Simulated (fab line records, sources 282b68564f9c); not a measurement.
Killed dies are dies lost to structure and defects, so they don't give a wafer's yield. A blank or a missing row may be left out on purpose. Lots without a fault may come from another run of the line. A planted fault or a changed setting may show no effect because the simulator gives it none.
fab line records | flow rit_cmos | part 2 of 2: steps 31 to 32 of 32
record lots=5 wafers=23
route steps=202 shown ACTIVE@2 FOX2@23 NWELL@30 PWELL@48 WELLDRIVE@50 PRETRO@65 GATE@78 M1@202
start_h: hours from the record's first day to the start of the lot's first wafer shown | wait_h: hours since the lot's step before | " the same as in the row above | L1.1+2: a row that stands for several wafers | - no value, or no start given | * or withheld: withheld | < > ~ a bound
route shown NAME@n: a module of which the file shows steps, and the number in the route of the first | usual: mean/standard deviation of fault-free wafers | same: alike in all rows | chamber/n: place in a boat | sites: the reading at each site | _std_site: their standard deviation | _edge_site: outer sites' mean less inner sites' | radius_mm: how far each site lies from the wafer's centre | mask NAME#n: copy n | behind: the tool/chamber that last shaped the wafer | hold: why the lot was held/for how many hours/how that ended | device: the transistor (n, p or np) that didn't switch | end of line: the same wafers' tests at the end of the route | a step without rows: its recipe alone | killed: dies lost to structure and defects at the first sort, not the wafer's yield | map: a wafer's dies, x killed, . not, _ none there
set.NAME: the setting as run; set.NAME@STEP: as run at that earlier step | model.NAME: the simulator's own value behind a step, which no gauge read
lots whose settings were changed on purpose; a table a step, a row a wafer
## steps
# step RIT_FOX2_THK_MEAS_91
# recipe reads=SiO2_of_FOX2_OXIDATION_00
# usual FIELD_OXIDE_LEFT_2_THK=255/4.9
# columns lot.wafer tool chamber start_h wait_h set.temp_c@FOX2_OXIDATION_00 FIELD_OXIDE_LEFT_2_THK[nm]
L075.1 film_metro-04 - 41.90 0.0 1120 287
L075.2 " - " " 1120 291
L075.3 " - " " 1120 286
L075.5 " - " " 1120 280
L075.6 " - " " 1120 290
L076.1 film_metro-02 - 44.67 0.0 1100 259
L076.2 " - " " 1100 260
L076.4 " - " " 1100 256
L076.5 " - " " 1100 259
L076.6 " - " " 1100 258
L077.1 film_metro-03 - 55.05 0.0 1114 279
L077.2 " - " " 1114 270
L077.4 " - " " 1114 275
L077.5 " - " " 1114 277
L077.6 " - " " 1114 272
L081.1 film_metro-04 - 69.41 0.0 1100 253
L081.3 " - " " 1100 254
L081.4 " - " " 1100 251
L081.5 " - " " 1100 250
L081.6 " - " " 1100 257
L082.1 film_metro-02 - 75.70 0.0 1100 256
L082.4 " - " " 1100 261
L082.6 " - " " 1100 256
# step RIT_M1_PROBE_99
# usual killed_at_contacts=0.1/0.35 killed_at_front_end=7/3.3 killed_dies=8/3.3 killed_open=3.4/1.8 killed_short=4.1/2.2
# same gross_dies=264 killed_at_M0_to_M3=0 killed_at_M4_up=0 killed_at_back_side=0 killed_at_other=0
# columns lot.wafer tool chamber start_h wait_h set.temp_c@ACTIVE_OXIDATION_01 killed_at_contacts killed_at_front_end killed_dies killed_open killed_short model.etest.pldd.width_nm
L075.1 prober-02 - 69.20 0.1 1027 0 29 29 3 1 2953
L075.2 prober-02 - 69.25 0.1 1027 0 3 3 1 2 2952
L075.3 prober-02 - 69.30 0.2 1027 0 8 8 4 4 2968
L075.5 prober-02 - 69.40 0.2 1027 0 28 28 5 10 2978
L075.6 prober-02 - 69.45 0.2 1027 0 23 23 4 5 2952
L076.1 prober-01 - 70.70 0.1 981.3 0 138 138 3 5 3258
L076.2 prober-01 - 70.75 0.1 981.3 0 107 107 4 5 3242
L076.4 prober-01 - 70.85 0.2 981.3 0 7 7 2 5 3248
L076.5 prober-01 - 70.90 0.2 981.3 0 112 112 2 3 3248
L076.6 prober-01 - 70.95 0.2 981.3 1 6 7 4 3 3257
L077.1 prober-02 - 82.30 0.1 1008 0 7 7 4 3 3100
L077.2 prober-02 - 82.35 0.1 1008 1 4 5 2 2 3105
L077.4 prober-02 - 82.45 0.2 1008 1 6 7 2 4 3128
L077.5 prober-02 - 82.50 0.2 1008 0 4 4 2 2 3115
L077.6 prober-02 - 82.55 0.2 1008 0 8 8 3 5 3113
L081.1 prober-02 - 99.10 0.1 1017 0 10 10 5 5 3092
L081.3 prober-02 - 99.20 0.2 1017 0 12 12 3 9 3095
L081.4 prober-02 - 99.25 0.2 1017 0 6 6 3 3 3089
L081.5 prober-02 - 99.30 0.2 1017 0 11 11 6 5 3102
L081.6 prober-02 - 99.35 0.2 1017 0 7 7 4 3 3112
L082.1 prober-01 - 105.83 0.1 1000 0 9 9 4 5 3181
L082.4 prober-01 - 105.98 0.2 1000 1 7 8 4 4 3168
L082.6 prober-01 - 106.08 0.2 1000 0 14 14 6 8 3151
# killed by level:class
L075.1 GATE:area_develop=25 REOX:geometric_particle:open=2 FOX1:geometric_particle:short=1 FOX2:geometric_particle:open=1
L075.2 FOX1:geometric_particle:short=1 GATE:geometric_particle:short=1 GATE:geometric_particle:open=1
L075.3 FOX1:geometric_particle:short=2 SPACER:geometric_particle:short=2 FOX1:geometric_particle:open=1 FOX2:geometric_particle:open=1 GATE:geometric_particle:open=1 SPACER:geometric_particle:open=1
L075.5 GATE:area_develop=12 GATE:geometric_particle:short=5 GATE:geometric_particle:open=4 FOX2:geometric_particle:short=2 SPACER:geometric_particle:short=2 SPACER:geometric_particle:open=1 SILICIDE:geometric_particle:short=1 PSD:coat_microbubble_printed=1
L075.6 GATE:area_develop=14 SPACER:geometric_particle:short=3 FOX2:geometric_particle:short=2 SILICIDE:geometric_particle:open=2 FOX2:geometric_particle:open=1 SPACER:geometric_particle:open=1
L076.1 GATE:area_develop=130 GATE:geometric_particle:short=2 GATE:geometric_particle:open=2 SILICIDE:geometric_particle:short=2 REOX:geometric_particle:short=1 REOX:geometric_particle:open=1
L076.2 GATE:area_develop=98 GATE:geometric_particle:short=3 REOX:geometric_particle:short=2 FOX1:geometric_particle:open=1 GATE:geometric_particle:open=1 REOX:geometric_particle:open=1 SILICIDE:geometric_particle:open=1
L076.4 GATE:geometric_particle:short=2 SILICIDE:geometric_particle:short=2 FOX2:geometric_particle:short=1 GATE:geometric_particle:open=1 SPACER:geometric_particle:open=1
L076.5 GATE:area_develop=107 GATE:geometric_particle:short=2 GATE:geometric_particle:open=2 FOX1:geometric_particle:short=1
L076.6 FOX2:geometric_particle:open=2 GATE:geometric_particle:open=2 FOX1:geometric_particle:short=1 SILICIDE:geometric_particle:short=1 CONTACT:geometric_particle:short=1
L077.1 REOX:geometric_particle:open=2 REOX:geometric_particle:short=2 FOX1:geometric_particle:open=1 FOX2:geometric_particle:open=1 GATE:geometric_particle:short=1
L077.2 GATE:geometric_particle:open=1 REOX:geometric_particle:open=1 SPACER:geometric_particle:short=1 CONTACT:geometric_particle:short=1 NLDD:coat_microbubble_printed=1
L077.4 REOX:geometric_particle:short=3 FOX2:geometric_particle:short=1 GATE:geometric_particle:open=1 REOX:geometric_particle:open=1 CONTACT:coat_microbubble_printed=1
L077.5 REOX:geometric_particle:open=2 FOX2:geometric_particle:short=1 REOX:geometric_particle:short=1
L077.6 REOX:geometric_particle:short=4 REOX:geometric_particle:open=2 GATE:geometric_particle:open=1 GATE:geometric_particle:short=1
L081.1 GATE:geometric_particle:short=3 FOX1:geometric_particle:open=2 REOX:geometric_particle:open=2 SPACER:geometric_particle:short=1 SILICIDE:geometric_particle:open=1 SILICIDE:geometric_particle:short=1
L081.3 GATE:geometric_particle:short=7 GATE:geometric_particle:open=2 SPACER:geometric_particle:open=1 SPACER:geometric_particle:short=1 SILICIDE:geometric_particle:short=1
L081.4 GATE:geometric_particle:open=2 FOX1:geometric_particle:short=1 FOX2:geometric_particle:short=1 FOX2:geometric_particle:open=1 GATE:geometric_particle:short=1
L081.5 GATE:geometric_particle:short=4 GATE:geometric_particle:open=4 FOX1:geometric_particle:open=1 SPACER:geometric_particle:open=1 SPACER:geometric_particle:short=1
L081.6 GATE:geometric_particle:open=2 SILICIDE:geometric_particle:open=2 FOX1:geometric_particle:short=1 GATE:geometric_particle:short=1 SPACER:geometric_particle:short=1
L082.1 GATE:geometric_particle:short=3 FOX2:geometric_particle:open=2 FOX1:geometric_particle:open=1 FOX2:geometric_particle:short=1 GATE:geometric_particle:open=1 SILICIDE:geometric_particle:short=1
L082.4 GATE:geometric_particle:short=2 REOX:geometric_particle:short=2 FOX2:geometric_particle:open=1 GATE:geometric_particle:open=1 REOX:geometric_particle:open=1 CONTACT:geometric_particle:open=1
L082.6 GATE:geometric_particle:short=4 GATE:geometric_particle:open=2 REOX:geometric_particle:open=2 FOX1:geometric_particle:short=1 FOX2:geometric_particle:short=1 FOX2:geometric_particle:open=1 SPACER:geometric_particle:short=1 SILICIDE:geometric_particle:short=1
## key
split step=RIT_ACTIVE_OXIDATION_01 setting=temp_c stated=1000 by=lot
response step=RIT_ACTIVE_OXIDATION_01 reading=model.SiO2_of_ACTIVE_OXIDATION_01.thk_nm change=+4.56 per=1% r=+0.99
response step=RIT_ACTIVE_THK_MEAS_02 reading=ACTIVE_OXIDE_THK change=+4.56 per=1% r=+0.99
response step=RIT_FOX2_WET_ETCH_03 reading=model.SiO2_of_ACTIVE_OXIDATION_01.thk_nm change=+4.12 per=1% r=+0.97
response step=RIT_M1_PROBE_99 reading=model.etest.pldd.width_nm change=-58.5 per=1% r=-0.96
split step=RIT_ACTIVE_EXPOSE_08 setting=dose_mj stated=225 by=wafer
response step=RIT_ACTIVE_CD_MEAS_11 reading=cd_nm change=-2.59 per=1% r=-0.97
response step=RIT_ACTIVE_ETCH_13 reading=model.ACTIVE.cd_nm change=-2.59 per=1% r=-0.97
response step=RIT_ACTIVE_CD_MEAS_90 reading=cd_nm change=-2.58 per=1% r=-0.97
split step=RIT_ACTIVE_ETCH_13 setting=pressure_mtorr stated=260 by=lot
response none clear
split step=RIT_FOX2_OXIDATION_00 setting=temp_c stated=1100 by=lot
response step=RIT_FOX2_OXIDATION_00 reading=model.SiO2_of_FOX2_OXIDATION_00.thk_nm change=+16.4 per=1% r=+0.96
response step=RIT_FOX2_THK_MEAS_01 reading=FOX2_OXIDE_THK change=+16.4 per=1% r=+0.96
response step=RIT_FOX2_THK_MEAS_90 reading=FIELD_OXIDE_LEFT_1_THK change=+16.4 per=1% r=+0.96
response step=RIT_FOX2_THK_MEAS_91 reading=FIELD_OXIDE_LEFT_2_THK change=+16.2 per=1% r=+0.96
split step=RIT_NWELL_SOFTBAKE_02 setting=temp_c stated=90 by=wafer
response step=RIT_NWELL_DEVELOP_05 reading=model.NOVOLAK_of_NWELL_COAT_01.thk_nm change=-2.96 per=1% r=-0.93
split step=RIT_NWELL_IMPLANT_08 setting=dose_cm2 stated=5e+13 by=wafer
response step=RIT_NWELL_TW_MEAS_10 reading=NWELL_TW change=+6.33 per=1% r=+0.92
response step=RIT_WELLDRIVE_RS_MEAS_01 reading=NWELL_RS change=-1.67 per=1% r=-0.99
split step=RIT_PWELL_STRIP_09 setting=o2_flow_sccm stated=4000 by=wafer
response none clear
split step=RIT_PRETRO_COAT_01 setting=spin_rpm stated=2000 by=wafer
response step=RIT_PRETRO_COAT_01 reading=model.NOVOLAK_of_PRETRO_COAT_01.thk_nm change=-6.77 per=1% r=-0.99
response step=RIT_PRETRO_HARDBAKE_07 reading=model.NOVOLAK_of_PRETRO_COAT_01.thk_nm change=-6.11 per=1% r=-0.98
split step=RIT_PRETRO_HARDBAKE_07 setting=temp_c stated=140 by=wafer
response none clear
